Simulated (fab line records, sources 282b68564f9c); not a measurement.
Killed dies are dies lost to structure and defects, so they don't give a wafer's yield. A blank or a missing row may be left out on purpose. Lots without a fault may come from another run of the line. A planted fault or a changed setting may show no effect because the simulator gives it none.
fab line records | flow rit_cmos
record lots=5 wafers=15 last_day=6
route steps=202 shown ACTIVE@1 FOX1@20 FOX2@23 NWELL@28 M1@196
lots that met no fault: from a run of the same line without faults
start_h: hours from the record's first day to the start of the lot's first wafer shown | wait_h: hours since the lot's step before | " the same as in the row above | L1.1+2: a row that stands for several wafers | - no value, or no start given | * or withheld: withheld | < > ~ a bound
route shown NAME@n: a module of which the file shows steps, and the number in the route of the first | usual: mean/standard deviation of fault-free wafers | same: alike in all rows | chamber/n: place in a boat | sites: the reading at each site | _std_site: their standard deviation | _edge_site: outer sites' mean less inner sites' | radius_mm: how far each site lies from the wafer's centre | mask NAME#n: copy n | behind: the tool/chamber that last shaped the wafer | hold: why the lot was held/for how many hours/how that ended | device: the transistor (n, p or np) that didn't switch | end of line: the same wafers' tests at the end of the route | a step without rows: its recipe alone | killed: dies lost to structure and defects at the first sort, not the wafer's yield | map: a wafer's dies, x killed, . not, _ none there
set.NAME: the setting as run; set.NAME@STEP: as run at that earlier step | model.NAME: the simulator's own value behind a step, which no gauge read
lots at some steps of the route; a table a step, a row a wafer
services: from which hour (start_h, from the record's first day; less than 0 if before it) a tool's chamber was out of use, for how many hours, and why
## steps
# step RIT_ACTIVE_BOW_MEAS_00
# recipe mode=bow
# usual INCOMING_BOW=0/7
# columns lot.wafer tool chamber start_h wait_h INCOMING_BOW[um]
L454.1 film_metro-02 - 20.00 - 1
L454.2 " - " " -6
L454.4 " - " " 3
L457.3 film_metro-03 - 35.04 - 10
L457.5 " - " " 3
L457.6 " - " " 5
L462.1 film_metro-01 - 60.00 - -7
L462.5 " - " " 2
L462.6 " - " " -7
L465.1 film_metro-01 - 75.00 - 1
L465.4 " - " " 8
L465.5 " - " " 2
L470.1 film_metro-02 - 100.00 - 6
L470.2 " - " " 3
L470.5 " - " " 7
# step RIT_ACTIVE_OXIDATION_01
# recipe temp_c=1000 ambient=O2 target_thk_a=468 ox_time_s=3360
# usual spike_tc_centre_C=1002.7/1.1 zone_power_centre_pct=46.7/2.7
# columns lot.wafer tool chamber start_h wait_h spike_tc_centre_C zone_power_centre_pct
L454.1 furnace-04 0 20.12 0.1 1001.6 44.4
L454.2 " 0 " " 1003.5 45.1
L454.4 " 0 " " 1002.9 45.5
L457.3 furnace-01 0 36.19 1.1 1003.0 51.2
L457.5 " 0 " " 1001.1 50.4
L457.6 " 0 " " 1003.8 50.9
L462.1 furnace-01 0 61.41 1.4 1005.1 50.2
L462.5 " 0 " " 1002.2 50.8
L462.6 " 0 " " 1002.2 49.8
L465.1 furnace-04 0 77.15 2.1 1003.4 45.6
L465.4 " 0 " " 1003.1 45.7
L465.5 " 0 " " 1002.8 44.4
L470.1 furnace-01 0 100.72 0.7 1002.9 50.7
L470.2 " 0 " " 1002.0 50.4
L470.5 " 0 " " 1002.9 50.8
# step RIT_ACTIVE_THK_MEAS_02
# recipe reads=SiO2_of_ACTIVE_OXIDATION_01
# usual ACTIVE_OXIDE_THK=46.6/0.76
# columns lot.wafer tool chamber start_h wait_h ACTIVE_OXIDE_THK[nm]
L454.1 film_metro-02 - 22.05 0.0 45.9
L454.2 " - " " 45.5
L454.4 " - " " 45.1
L457.3 film_metro-01 - 38.14 0.0 46.3
L457.5 " - " " 46.7
L457.6 " - " " 47.2
L462.1 film_metro-02 - 63.34 0.0 47.4
L462.5 " - " " 48.0
L462.6 " - " " 46.9
L465.1 film_metro-02 - 79.09 0.0 46.4
L465.4 " - " " 47.3
L465.5 " - " " 47.0
L470.1 film_metro-01 - 102.66 0.0 44.5
L470.2 " - " " 45.0
L470.5 " - " " 44.8
# step RIT_ACTIVE_CVD_03
# recipe material=Si3N4 target_thk_nm=150 temp_c=810 precursor=SiH2Cl2/NH3 time_s=1500 pressure_mtorr=300 sih2cl2_flow_sccm=60 nh3_flow_sccm=150
# step RIT_ACTIVE_THK_MEAS_04
# recipe reads=Si3N4_of_ACTIVE_CVD_03
# usual ACTIVE_NITRIDE_THK=149.9/1.5
# columns lot.wafer tool chamber start_h wait_h ACTIVE_NITRIDE_THK[nm]
L454.1 film_metro-01 - 23.53 0.0 151.0
L454.2 " - " " 151.1
L454.4 " - " " 151.6
L457.3 film_metro-01 - 40.67 0.0 150.3
L457.5 " - " " 151.2
L457.6 " - " " 150.1
L462.1 film_metro-02 - 64.82 0.0 148.8
L462.5 " - " " 148.8
L462.6 " - " " 148.3
L465.1 film_metro-03 - 80.56 0.0 150.0
L465.4 " - " " 149.5
L465.5 " - " " 150.5
L470.1 film_metro-01 - 104.81 0.0 150.3
L470.2 " - " " 150.2
L470.5 " - " " 150.5
# step RIT_ACTIVE_HMDS_05
# recipe prime_time_s=60 prime_temp_c=140
# step RIT_ACTIVE_COAT_06
# recipe resist=NOVOLAK spin_rpm=3250 resist_thk_nm=1000
# step RIT_ACTIVE_SOFTBAKE_07
# recipe resist=NOVOLAK temp_c=90 time_s=60
# step RIT_ACTIVE_EXPOSE_08
# recipe mask_id=M1 na=0.6 source_shape=conventional sigma_outer=0.6 target_cd_nm=1400 dose_mj=225
# step RIT_ACTIVE_PEB_09
# recipe resist=NOVOLAK temp_c=withheld time_s=withheld
# step RIT_ACTIVE_DEVELOP_10
# recipe resist=NOVOLAK develop_time_s=50 dev_temp_c=23
# step RIT_ACTIVE_CD_MEAS_11
# recipe target_cd_nm=1400
# usual cd_nm=1401.2/2.2
# columns lot.wafer tool chamber start_h wait_h cd_nm
L454.1 cd_sem-01 - 24.65 - 1401.1
L454.2 " - " " 1402.7
L454.4 " - " " 1402.9
L457.3 cd_sem-02 - 41.72 - 1400.3
L457.5 " - " " 1402.0
L457.6 " - " " 1403.1
L462.1 cd_sem-02 - 65.73 - 1400.3
L462.5 " - " " 1401.6
L462.6 " - " " 1399.0
L465.1 cd_sem-01 - 81.47 - 1400.3
L465.4 " - " " 1399.9
L465.5 " - " " 1401.4
L470.1 cd_sem-02 - 105.72 - 1400.3
L470.2 " - " " 1400.2
L470.5 " - " " 1399.4
# step RIT_ACTIVE_HARDBAKE_12
# recipe resist=NOVOLAK temp_c=140 time_s=60
# step RIT_ACTIVE_ETCH_13
# recipe stop_on=SiO2 chemistry=SF6 target=Si3N4 time_s=210 over_etch_frac=0.4 SF6_flow_sccm=200 pressure_mtorr=260 rf_w=125 target_depth_a=2100
# usual chamber_pressure_mTorr=260.04/0.25 drypump_motor_current_A=5.6/0.55 oes_product_au=0.823/0.014 throttle_valve_pct=7.46/0.11
# columns lot.wafer tool chamber start_h wait_h chamber_pressure_mTorr drypump_motor_current_A oes_product_au rf_hours_counter_h throttle_valve_pct
L454.1 rie_diel-01 3 25.02 0.1 260.12 5.3 0.806 4 7.65
L454.2 " 0 " " 259.89 6.3 0.847 85 7.43
L454.4 " 1 " " 259.77 6.6 0.823 4 7.52
L457.3 rie_diel-01 3 41.95 0.1 259.61 5.3 0.819 4 7.64
L457.5 " 0 " " 260.18 6.3 0.840 - 7.42
L457.6 " 2 " " 260.03 5.3 0.831 - 7.28
L462.1 rie_diel-04 3 66.00 0.1 260.23 5.9 0.830 36 7.52
L462.5 " 3 " " 260.35 5.9 0.820 - 7.49
L462.6 " 0 " " 260.05 5.7 0.800 - 7.51
L465.1 rie_diel-02 1 81.74 0.1 259.59 5.8 0.808 53 7.54
L465.4 " 3 " " 260.28 6.0 0.846 95 7.61
L465.5 " 1 " " 259.89 5.8 0.811 - 7.53
L470.1 rie_diel-04 3 105.99 0.1 259.86 5.9 0.835 36 7.49
L470.2 " 2 " " 259.96 6.5 0.816 1 7.43
L470.5 " 0 " " 260.03 5.7 0.808 - 7.52
# step RIT_ACTIVE_STRIP_14
# recipe chemistry=O2 time_s=180 resist=NOVOLAK platen_temp_c=withheld power_w=500 pressure_mtorr=4000 o2_flow_sccm=4000
# usual chamber_pressure_mTorr=4000/3.5 drypump_motor_current_A=5.5/0.57
# columns lot.wafer tool chamber start_h wait_h chamber_pressure_mTorr drypump_motor_current_A rf_hours_counter_h
L454.1 plasma_asher-03 1 25.15 0.1 3998 5.4 42
L454.2 " 0 " " 4002 5.8 42
L454.4 " 1 " " 3995 5.4 -
L457.3 plasma_asher-02 0 42.14 0.1 3998 6.5 -
L457.5 " 1 " " 3995 4.9 -
L457.6 " 0 " " 4000 6.5 -
L462.1 plasma_asher-02 0 66.13 0.1 3993 6.5 23
L462.5 " 0 " " 4002 6.5 -
L462.6 " 1 " " 3999 5.0 -
L465.1 plasma_asher-02 1 81.88 0.1 4003 5.0 25
L465.4 " 0 " " 3995 6.5 -
L465.5 " 1 " " 4001 5.0 -
L470.1 plasma_asher-01 0 106.12 0.1 3995 5.3 38
L470.2 " 1 " " 4004 4.7 38
L470.5 " 0 " " 4003 5.3 -
# step RIT_ACTIVE_CD_MEAS_90
# recipe target_cd_nm=1400
# usual cd_nm=1401.2/2.2
# columns lot.wafer tool chamber start_h wait_h cd_nm
L454.1 cd_sem-02 - 25.33 0.1 1401.5
L454.2 " - " " 1403.1
L454.4 " - " " 1402.6
L457.3 cd_sem-01 - 42.30 0.1 1400.3
L457.5 " - " " 1402.5
L457.6 " - " " 1403.2
L462.1 cd_sem-02 - 66.30 0.1 1400.4
L462.5 " - " " 1401.4
L462.6 " - " " 1398.6
L465.1 cd_sem-01 - 82.05 0.1 1400.3
L465.4 " - " " 1399.8
L465.5 " - " " 1401.7
L470.1 cd_sem-02 - 106.29 0.1 1400.6
L470.2 " - " " 1400.6
L470.5 " - " " 1399.9
# step RIT_ACTIVE_CLEAN_15
# recipe chemistry=SC1 mix=3:3:50 time_s=600 temp_c=75
# step RIT_ACTIVE_CLEAN_16
# recipe chemistry=dHF dilution=50:1 time_s=30
# step RIT_ACTIVE_CLEAN_17
# recipe chemistry=SC2 mix=3:3:50 time_s=600 temp_c=75 dry=n2_spin
# step RIT_FOX1_OXIDATION_00
# recipe temp_c=1100 ambient=H2O target_thk_a=3507 p_h2o_torr=720 ox_time_s=1130
# step RIT_FOX1_THK_MEAS_01
# recipe reads=SiO2_of_FOX1_OXIDATION_00
# usual FOX1_OXIDE_THK=353/6.8
# columns lot.wafer tool chamber start_h wait_h FOX1_OXIDE_THK[nm]
L454.1 film_metro-02 - 28.37 0.0 347
L454.2 " - " " 356
L454.4 " - " " 351
L457.3 film_metro-03 - 44.08 0.0 348
L457.5 " - " " 352
L457.6 " - " " 351
L462.1 film_metro-02 - 68.37 0.0 345
L462.5 " - " " 345
L462.6 " - " " 349
L465.1 film_metro-03 - 84.13 0.0 359
L465.4 " - " " 362
L465.5 " - " " 363
L470.1 film_metro-04 - 109.46 0.0 339
L470.2 " - " " 345
L470.5 " - " " 346
# step RIT_FOX1_WET_ETCH_02
# recipe chemistry=BOE target_depth_nm=350 time_s=390 temp_c=21.5 dry=n2_spin dilution=10:1 target=SiO2
# step RIT_FOX2_OXIDATION_00
# recipe temp_c=1100 ambient=H2O target_thk_a=3507 p_h2o_torr=720 ox_time_s=1130
# step RIT_FOX2_THK_MEAS_01
# recipe reads=SiO2_of_FOX2_OXIDATION_00
# usual FOX2_OXIDE_THK=351/6.5
# columns lot.wafer tool chamber start_h wait_h FOX2_OXIDE_THK[nm]
L454.1 film_metro-01 - 29.87 0.0 358
L454.2 " - " " 360
L454.4 " - " " 360
L457.3 film_metro-03 - 45.58 0.0 352
L457.5 " - " " 356
L457.6 " - " " 358
L462.1 film_metro-01 - 72.18 0.0 354
L462.5 " - " " 349
L462.6 " - " " 352
L465.1 film_metro-03 - 85.92 0.0 356
L465.4 " - " " 357
L465.5 " - " " 362
L470.1 film_metro-04 - 110.95 0.0 344
L470.2 " - " " 342
L470.5 " - " " 344
# step RIT_FOX2_CLEAN_02
# recipe chemistry=dHF dilution=50:1 time_s=180
# step RIT_FOX2_WET_ETCH_03
# recipe chemistry=H3PO4 target=Si3N4 target_depth_nm=195 temp_c=165 time_s=2700
# step RIT_FOX2_THK_MEAS_90
# recipe reads=SiO2_of_FOX2_OXIDATION_00
# usual FIELD_OXIDE_LEFT_1_THK=324/6.5
# columns lot.wafer tool chamber start_h wait_h FIELD_OXIDE_LEFT_1_THK[nm]
L454.1 film_metro-04 - 30.82 0.0 330
L454.2 " - " " 333
L454.4 " - " " 333
L457.3 film_metro-04 - 46.53 0.0 324
L457.5 " - " " 329
L457.6 " - " " 331
L462.1 film_metro-03 - 73.06 0.0 327
L462.5 " - " " 322
L462.6 " - " " 325
L465.1 film_metro-03 - 86.79 0.0 329
L465.4 " - " " 330
L465.5 " - " " 335
L470.1 film_metro-01 - 111.82 0.0 316
L470.2 " - " " 314
L470.5 " - " " 316
# step RIT_NWELL_HMDS_00
# recipe prime_time_s=60 prime_temp_c=140
# step RIT_NWELL_COAT_01
# recipe resist=NOVOLAK spin_rpm=2000 resist_thk_nm=1300
# step RIT_NWELL_SOFTBAKE_02
# recipe resist=NOVOLAK temp_c=90 time_s=60
# step RIT_NWELL_EXPOSE_03
# recipe mask_id=M2 na=0.57 target_cd_nm=43900 dose_mj=250
# step RIT_M1_METAL_ETCH_12
# recipe stop_on=SiO2 chemistry=Cl2/BCl3 target=Al time_s=165 over_etch_frac=0.5 pressure_mtorr=100 target_depth_a=6000 rf_w=250 Cl2_flow_sccm=60 bcl3_flow_sccm=50
# usual chamber_pressure_mTorr=100.01/0.086 drypump_motor_current_A=5.72/0.19 oes_product_au=0.777/0.01 throttle_valve_pct=8.28/0.11
# columns lot.wafer tool chamber start_h wait_h chamber_pressure_mTorr drypump_motor_current_A oes_product_au rf_hours_counter_h throttle_valve_pct model.M1.cd_nm
L454.1 rie_metal-03 0 70.17 0.2 100.13 5.99 0.768 4 8.46 2600
L454.2 " 1 " " 100.04 5.75 0.786 4 8.30 2598
L454.4 " 0 " " 99.92 6.01 0.764 - 8.45 2597
L457.3 rie_metal-03 1 85.85 0.2 100.13 5.75 0.795 - 8.29 2597
L457.5 " 1 " " 100.12 5.75 0.784 - 8.30 2596
L457.6 " 0 " " 100.00 6.05 0.770 - 8.46 2595
L462.1 rie_metal-01 0 112.54 0.2 100.00 5.79 0.783 1 8.14 2602
L462.5 " 1 " " 99.84 5.71 0.791 - 8.15 2608
L462.6 " 0 " " 99.93 5.79 0.767 - 8.15 2604
L465.1 rie_metal-01 1 127.25 0.2 99.97 5.68 0.771 1 8.13 2632
L465.4 " 1 " " 99.93 5.70 0.784 - 8.16 2629
L465.5 " 1 " " 99.93 5.72 0.773 - 8.14 2632
L470.1 rie_metal-03 0 150.58 0.2 100.01 6.01 0.780 5 8.44 2606
L470.2 " 1 " " 100.09 5.73 0.805 5 8.30 2606
L470.5 " 1 " " 99.86 5.74 0.801 - 8.30 2605
# step RIT_M1_PROBE_99
# usual killed_at_front_end=6.6/3 killed_dies=6.6/3 killed_open=3.4/2 killed_short=3.2/2
# same gross_dies=264 killed_at_M0_to_M3=0 killed_at_M4_up=0 killed_at_back_side=0 killed_at_contacts=0 killed_at_other=0
# columns lot.wafer tool chamber start_h wait_h hold killed_at_front_end killed_dies killed_open killed_short
L454.1 prober-01 - 72.42 0.1 - 18 18 8 10
L454.2 prober-01 - 72.47 0.1 - 10 10 6 4
L454.4 prober-01 - 72.57 0.2 - 9 9 3 6
L457.3 prober-02 - 88.14 0.2 - 5 5 2 3
L457.5 prober-02 - 88.24 0.2 - 5 5 2 3
L457.6 prober-02 - 88.29 0.2 - 4 4 4 0
L462.1 prober-01 - 114.81 0.1 - 7 7 1 6
L462.5 prober-01 - 115.01 0.2 - 6 6 4 2
L462.6 prober-01 - 115.06 0.2 - 4 4 3 1
L465.1 prober-01 - 131.99 0.1 await_dispo/3.4h/release 13 13 4 4
L465.4 prober-01 - 132.14 0.2 await_dispo/3.4h/release 20 20 4 1
L465.5 prober-01 - 132.19 0.2 await_dispo/3.4h/release 15 15 4 1
L470.1 prober-02 - 152.83 0.1 - 8 8 4 4
L470.2 prober-02 - 152.88 0.1 - 11 11 8 3
L470.5 prober-02 - 153.03 0.2 - 6 6 3 3
# killed by level:class
L454.1 GATE:geometric_particle:short=6 GATE:geometric_particle:open=3 SPACER:geometric_particle:short=3 SPACER:geometric_particle:open=2 FOX2:geometric_particle:open=1 REOX:geometric_particle:open=1 REOX:geometric_particle:short=1 SILICIDE:geometric_particle:open=1
L454.2 FOX2:geometric_particle:open=3 GATE:geometric_particle:short=2 REOX:geometric_particle:open=2 FOX1:geometric_particle:short=1 REOX:geometric_particle:short=1 SPACER:geometric_particle:open=1
L454.4 GATE:geometric_particle:short=3 FOX1:geometric_particle:open=1 GATE:geometric_particle:open=1 REOX:geometric_particle:open=1 REOX:geometric_particle:short=1 SPACER:geometric_particle:short=1 SILICIDE:geometric_particle:short=1
L457.3 GATE:geometric_particle:open=1 GATE:geometric_particle:short=1 REOX:geometric_particle:short=1 SPACER:geometric_particle:short=1 SPACER:geometric_particle:open=1
L457.5 GATE:geometric_particle:short=3 FOX1:geometric_particle:open=1 FOX2:geometric_particle:open=1
L457.6 FOX1:geometric_particle:open=1 GATE:geometric_particle:open=1 REOX:geometric_particle:open=1 SILICIDE:geometric_particle:open=1
L462.1 FOX1:geometric_particle:short=2 FOX2:geometric_particle:short=2 FOX1:geometric_particle:open=1 GATE:geometric_particle:short=1 REOX:geometric_particle:short=1
L462.5 GATE:geometric_particle:open=4 FOX2:geometric_particle:short=1 REOX:geometric_particle:short=1
L462.6 FOX1:geometric_particle:open=1 GATE:geometric_particle:open=1 GATE:geometric_particle:short=1 SPACER:geometric_particle:open=1
L465.1 ACTIVE:unspecified=5 GATE:geometric_particle:short=3 FOX1:geometric_particle:open=1 GATE:geometric_particle:open=1 REOX:geometric_particle:short=1 REOX:geometric_particle:open=1 SILICIDE:geometric_particle:open=1
L465.4 ACTIVE:unspecified=15 REOX:geometric_particle:open=2 GATE:geometric_particle:open=1 SILICIDE:geometric_particle:open=1 SILICIDE:geometric_particle:short=1
L465.5 ACTIVE:unspecified=10 SPACER:geometric_particle:open=2 FOX1:geometric_particle:open=1 SILICIDE:geometric_particle:short=1 SILICIDE:geometric_particle:open=1
L470.1 REOX:geometric_particle:open=3 SPACER:geometric_particle:short=2 GATE:geometric_particle:open=1 GATE:geometric_particle:short=1 REOX:geometric_particle:short=1
L470.2 GATE:geometric_particle:open=3 REOX:geometric_particle:short=3 REOX:geometric_particle:open=3 FOX1:geometric_particle:open=1 SPACER:geometric_particle:open=1
L470.5 GATE:geometric_particle:short=2 FOX2:geometric_particle:open=1 REOX:geometric_particle:open=1 SPACER:geometric_particle:open=1 SPACER:geometric_particle:short=1
## services
# columns tool chamber start_h hours kind
plasma_asher-01 - -0.74 46.7 repair
rie_diel-02 3 -0.68 2.8 repair
plasma_asher-01 - 0.47 1.5 repair
plasma_asher-01 - 3.49 14.3 repair
furnace-01 - 25.08 3.3 pm
plasma_asher-03 - 27.69 0.9 repair
rie_diel-01 - 33.88 0.5 repair
rie_diel-01 1 35.75 48.8 repair
plasma_asher-01 - 38.42 0.3 repair
furnace-04 - 40.93 3.0 pm
rie_diel-04 1 54.60 8.1 repair
furnace-01 - 56.75 3.3 pm
rie_diel-04 2 71.74 8.0 repair
rie_metal-03 1 72.47 10.2 repair
rie_diel-04 2 81.53 3.8 repair
rie_metal-03 1 89.08 3.9 repair
rie_diel-04 2 94.22 3.2 repair
rie_metal-01 - 116.21 2.8 pm
rie_metal-01 0 119.54 12.1 repair
rie_diel-01 2 123.10 3.8 repair
rie_diel-01 0 139.81 2.8 repair
rie_diel-04 0 142.86 6.3 repair
furnace-04 - 144.97 3.1 pm
rie_diel-04 2 150.01 13.5 repair
## key
first_sign none at tools or gauges
model_effect step=RIT_M1_METAL_ETCH_12 value=M1.cd_nm without=2601 struck=2631
met_at RIT_ACTIVE_OXIDATION_01
struck_wafers L465.1,L465.4,L465.5
tester_left_out L465
loop_trim step=RIT_M1_EXPOSE_06 setting=dose lots=L465
onset_between 20.12 77.15
also_fits RIT_ACTIVE_ETCH_13:rie_diel-02,RIT_ACTIVE_STRIP_14:plasma_asher-02,RIT_M1_METAL_ETCH_12:rie_metal-01
fault kind=chamber_particle_source tool=furnace-04 chamber=0 onset_h=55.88 steps=RIT_ACTIVE_OXIDATION_01 rate_per_visit_cm2=0.057899 end_h=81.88
# tester_left_out: of these lots the tester's yield and bins aren't shown, on N5 and GAA mostly nor the transistor test; their killed dies are dies lost to structure and defects alone, not to doping, threshold or leakage, so they don't give the yield
# loop_trim: a control loop set the setting to another value than it would have without faults
